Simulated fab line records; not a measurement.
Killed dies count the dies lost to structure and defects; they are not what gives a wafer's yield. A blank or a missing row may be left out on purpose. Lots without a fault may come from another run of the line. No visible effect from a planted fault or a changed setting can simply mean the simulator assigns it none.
The same fault as seen by 2 desks    flow rit cmos    every desk sees just its own numbers, and what lay behind them comes last

FOR THE TOOL OWNER'S DESK: lpcvd-01
The tool's own readings at RIT_ACTIVE_CVD_03 (deposits Si3N4 from SiH2Cl2/NH3, target thk 150 nm, time 1500 s): means of the sampled wafers that have a number, for each lot that ran on this tool. A lot is out of limits, marked OUT, if its mean lies more than 4 standard deviations from the usual mean; the brackets give that distance.
Columns: A = spike tc centre C at RIT_ACTIVE_CVD_03, usual 811.8 C; B = spike tc load C at RIT_ACTIVE_CVD_03, usual 832.2 C; C = spike tc source C at RIT_ACTIVE_CVD_03, usual 832.6 C; D = susceptor temp C at RIT_ACTIVE_CVD_03, usual 810.0 C
lot   first seen here  A                B                C                D
L963  day 1 13:14      810.0            833.0            835.0            810.3
L964  day 1 18:11      810.2            832.8            834.6            810.0
L968  day 2 13:32      811.0            833.0            832.7            810.0
L970  day 2 23:48      811.2            833.1            832.9            809.7
L971  day 3 04:17      810.7            832.8            835.5            809.9
L976  day 4 07:01      894.1 (+46) OUT  919.2 (+54) OUT  920.2 (+40) OUT  894.7 (+99 or more) OUT
This desk finds L976 out of limits, L976 being first, at day 4 07:01 (spike tc centre C at RIT_ACTIVE_CVD_03). L963, L964, L968, L970, L971: within limits.

AT THE METROLOGY DESK
What the gauges read for every lot (on any tool): the sampled wafers with a number, averaged. A lot is out of limits, marked OUT, if its mean lies more than 4 standard deviations from the usual mean; the brackets give that distance.
Columns: A = ACTIVE_NITRIDE_THK at RIT_ACTIVE_THK_MEAS_04, usual 149.7 nm
lot   first seen here  A
L963  day 1 14:40      151.6
L964  day 1 19:37      149.9
L967  day 2 10:52      147.8
L968  day 2 14:57      150.1
L969  day 2 21:58      150.6
L970  day 3 01:13      151.7
L971  day 3 05:43      151.3
L973  day 3 16:02      148.0
L974  day 3 20:32      149.0
L976  day 4 08:26      251.0 (+78) OUT
L979  day 4 21:32      148.2
L983  day 5 18:23      149.1
L984  day 5 22:32      149.4
This desk's result: L976 out of limits, first on L976 (ACTIVE_NITRIDE_THK at RIT_ACTIVE_THK_MEAS_04), day 4 08:26. L963, L964, L967, L968, L969, L970, L971, L973, L974, L979, L983, L984: within limits.

ALL TOGETHER
An alarm could have come from the tool owner's desk at day 4 07:01, on L976.
An alarm was possible from the metrology desk at day 4 08:26, on L976.
On lpcvd-01, each named lot ran RIT_ACTIVE_CVD_03.

WHAT WAS PUT IN BY THE SIMULATOR
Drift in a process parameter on lpcvd-01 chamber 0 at RIT_ACTIVE_CVD_03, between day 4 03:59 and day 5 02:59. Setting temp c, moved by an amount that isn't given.
Struck lots among those shown: L976.
Fault start to first reading out of limits, in hours, per desk: tool owner, 3; metrology, 4.
